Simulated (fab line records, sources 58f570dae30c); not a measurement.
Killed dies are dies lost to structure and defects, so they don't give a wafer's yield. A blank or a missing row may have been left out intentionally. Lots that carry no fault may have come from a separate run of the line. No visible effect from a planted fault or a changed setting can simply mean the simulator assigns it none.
A struck lot beside a sound one :: flow berkeley_cmos170 :: 28 out of 331 route steps
Sound: the wafers L656.1, L656.2, L656.3. Struck: wafers L672.1, L672.3, L672.5. Last of all comes the cause.
Per side, at each step with rows, come the tool, then ch with its chambers, and then its first start. Under that, the readings that differ: sound wafers :: struck wafers :: difference of the means :: sigmas: that difference in standard deviations of wafers without a fault.
alike: words and numbers the same on both sides, and readings whose means are apart by under 2 such deviations; not compared: readings that were withheld, readings missing a value for some wafer, numbers with overlapping values and no deviation given by the record, and bounds like >300 which may hide the same value.
A row with sigmas, a row that says differs or no value, or rows on one side alone: a step with any of these is where the two part. Non-overlapping numbers with no deviation appear without sigmas and do not part them. Lack of a reading on every wafer of one side parts them only where that side has two or more wafers.

UCB170_GATE_CD_MEAS_90 targets a cd of 350 nm.
  sound on cd_sem-01 at day 8 12:32; struck on cd_sem-01 at day 12 05:48
  alike: cd_nm
then, 7 steps without rows for these wafers: UCB170_GATE_CLEAN_17 (cleans in SPM, time 600 s); UCB170_PLDD_HMDS_00 (prime time 60 s); UCB170_PLDD_COAT_01 (resist thk 900 nm); UCB170_PLDD_SOFTBAKE_02 (time 60 s); UCB170_PLDD_EXPOSE_03 (exposes mask PSELECT, target cd 1200 nm); UCB170_PLDD_PEB_04; UCB170_PLDD_DEVELOP_05 (develop time 43.07 s).
UCB170_PLDD_CD_MEAS_06 targets a cd of 1200 nm.
  sound on cd_sem-01 at day 8 14:11; struck on cd_sem-02 at day 12 09:37
  alike: cd_nm
UCB170_PLDD_OVL_MEAS_07:
  sound on overlay-02 at day 8 14:18; struck on overlay-02 at day 12 09:44
reading: PLDD_OVL (nm)
sound: 2 3 3
struck: 20 19 7
difference: +13
sigmas: +2
then, 2 steps without rows for these wafers: UCB170_PLDD_IMPLANT_08; UCB170_PLDD_IMPLANT_09.
UCB170_PLDD_STRIP_10: strips in O2.
  sound on plasma_asher-01 ch 0,1, day 8 14:38; struck on plasma_asher-04 ch 0, day 12 10:04
  no value came back on the struck wafers for chamber_pressure_mTorr (mTorr), drypump_motor_current_A (A), oes_product_au (a.u.), strip_time_to_endpoint_s (s); on the sound wafers chamber_pressure_mTorr (mTorr) reads 3502 3502 3505
reading: model.KrF_of_PLDD_COAT_01.thk_nm (nm)
sound: 0 0 0
struck: 884.6 883.8 887.1
difference: +885.2
sigmas: 
  not compared: rf_hours_counter_h
UCB170_PLDD_TW_MEAS_11:
  sound on film_metro-01 at day 8 14:44; struck on film_metro-01 at day 12 10:10
  alike: PLDD_TW
then, 7 steps without rows for these wafers: UCB170_PLDD_CLEAN_12 (cleans in SPM, time 600 s); UCB170_NLDD_HMDS_00 (prime time 60 s); UCB170_NLDD_COAT_01 (resist thk 900 nm); UCB170_NLDD_SOFTBAKE_02 (time 60 s); UCB170_NLDD_EXPOSE_03 (exposes mask NSELECT, target cd 1200 nm); UCB170_NLDD_PEB_04; UCB170_NLDD_DEVELOP_05 (develop time 45 s).
UCB170_NLDD_CD_MEAS_06 targets a cd of 1200 nm.
  sound on cd_sem-02 at day 8 16:14; struck on cd_sem-02 at day 12 11:40
reading: cd_nm (nm)
sound: 1201.8 1201.4 1201.6
struck: 1197.8 1198.9 1199.0
difference: -3.0
sigmas: -2
UCB170_NLDD_OVL_MEAS_07:
  sound on overlay-02 at day 8 16:22; struck on overlay-01 at day 12 11:47
  alike: NLDD_OVL
then, 2 steps without rows for these wafers: UCB170_NLDD_IMPLANT_08; UCB170_NLDD_IMPLANT_09.
UCB170_NLDD_STRIP_10: strips in O2.
  sound on plasma_asher-02 ch 0,1, day 8 16:41; struck on plasma_asher-04 ch 1, day 12 12:07
reading: strip_time_to_endpoint_s (s)
sound: 21.60 21.62 21.61
struck: 47.80 47.83 47.95
difference: +26.25
sigmas: +99 or more
  alike: chamber_pressure_mTorr, drypump_motor_current_A, oes_product_au
  not compared: rf_hours_counter_h
UCB170_NLDD_TW_MEAS_11:
  sound on film_metro-01 at day 8 16:47; struck on film_metro-03 at day 12 12:13
reading: NLDD_TW
sound: 2196 2209 2208
struck: 29 29 29
difference: -2175
sigmas: -99 or more
then, 1 step without rows for these wafers: UCB170_NLDD_CLEAN_12 (cleans in SPM, time 600 s).

WHERE THEY PART
Last at UCB170_NLDD_TW_MEAS_11 as far as this record goes, first at UCB170_PLDD_OVL_MEAS_07.

WHY: what had been put in by the simulator
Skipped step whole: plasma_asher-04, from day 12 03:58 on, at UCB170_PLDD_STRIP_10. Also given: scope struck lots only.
